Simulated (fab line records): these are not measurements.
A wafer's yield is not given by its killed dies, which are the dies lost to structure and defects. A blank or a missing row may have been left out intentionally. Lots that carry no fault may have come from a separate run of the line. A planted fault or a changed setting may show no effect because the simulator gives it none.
Which tool did it? || flow berkeley-cmos170 || Sampling: 7 lots, 21 wafers, 3 of 331 route steps

## WHAT EACH GAUGE READ, for each wafer
UCB170_SCREENOX_THK_MEAS_02.
{"lot": "L290", "measured": "day 5 01:06", "on": "film-metro-04", "SCREENOX_OXIDE_THK (nm)": "14.2 14.3 14.1"}
{"lot": "L295", "measured": "day 5 22:23", "on": "film-metro-03", "SCREENOX_OXIDE_THK (nm)": "14.3 14.5 14.4"}
{"lot": "L298", "measured": "day 7 01:49", "on": "film-metro-03", "SCREENOX_OXIDE_THK (nm)": "14.4 14.5 14.6"}
{"lot": "L303", "measured": "day 8 06:46", "on": "film-metro-03", "SCREENOX_OXIDE_THK (nm)": "14.4 14.3 14.2"}
{"lot": "L306", "measured": "day 8 13:08", "on": "film-metro-04", "SCREENOX_OXIDE_THK (nm)": "14.9 15.0 15.0"}
{"lot": "L308", "measured": "day 9 04:40", "on": "film-metro-03", "SCREENOX_OXIDE_THK (nm)": "14.8 14.7 14.5"}
{"lot": "L312", "measured": "day 9 19:41", "on": "film-metro-02", "SCREENOX_OXIDE_THK (nm)": "14.7 14.6 14.9"}

## EACH LOT AND THE TOOL THAT RAN IT (in order: tool; ch and the chambers of the sampled wafers; start)
{"lot": "L290", "UCB170_PWELL_ETCH_14": "rie-diel-04 ch 0,1,2, day 2 22:34", "UCB170_SCREENOX_OXIDATION_01": "furnace-02 ch 0, day 4 23:25"}
{"lot": "L295", "UCB170_PWELL_ETCH_14": "rie-diel-01 ch 0,1,3, day 3 22:39", "UCB170_SCREENOX_OXIDATION_01": "furnace-02 ch 0, day 5 20:43"}
{"lot": "L298", "UCB170_PWELL_ETCH_14": "rie-diel-04 ch 1,3, day 4 19:50", "UCB170_SCREENOX_OXIDATION_01": "furnace-03 ch 0, day 7 00:07"}
{"lot": "L303", "UCB170_PWELL_ETCH_14": "rie-diel-01 ch 0,2, day 5 19:52", "UCB170_SCREENOX_OXIDATION_01": "furnace-02 ch 0, day 8 05:06"}
{"lot": "L306", "UCB170_PWELL_ETCH_14": "rie-diel-01 ch 0,1, day 6 08:13", "UCB170_SCREENOX_OXIDATION_01": "furnace-01 ch 0, day 8 11:28"}
{"lot": "L308", "UCB170_PWELL_ETCH_14": "rie-diel-02 ch 0,3, day 6 21:36", "UCB170_SCREENOX_OXIDATION_01": "furnace-01 ch 0, day 9 02:58"}
{"lot": "L312", "UCB170_PWELL_ETCH_14": "rie-diel-02 ch 1,2,3, day 7 15:28", "UCB170_SCREENOX_OXIDATION_01": "furnace-01 ch 0, day 9 18:01"}
- UCB170_PWELL_ETCH_14: etches Si3N4 in CH3F/Ar/O2, stops on SiO2, target depth 242 nm, time 151 s.
- UCB170_SCREENOX_OXIDATION_01: target thk 14.4 nm, ox time 2400 s.

## THE ANSWER, worked out from the rows above alone
Rule: the lots themselves supply what counts as usual. Put in order of their means at a reading, lots are off if they are a third of the lots or fewer, leave a main group of 4 or more, and stand apart from it by a gap of 3 or more times the standard deviation of the main group's means; of several such gaps the widest counts. If all means in a main group match to the digits the tables above print for the reading, that group is not used. Also off: a lot with no number at a reading for which 4 or more lots have one. Any other lot the step has rows for is counted as sound.
None of the lots is off at any reading shown; this tells nothing.

## WHAT THE SIMULATOR HAD INSERTED
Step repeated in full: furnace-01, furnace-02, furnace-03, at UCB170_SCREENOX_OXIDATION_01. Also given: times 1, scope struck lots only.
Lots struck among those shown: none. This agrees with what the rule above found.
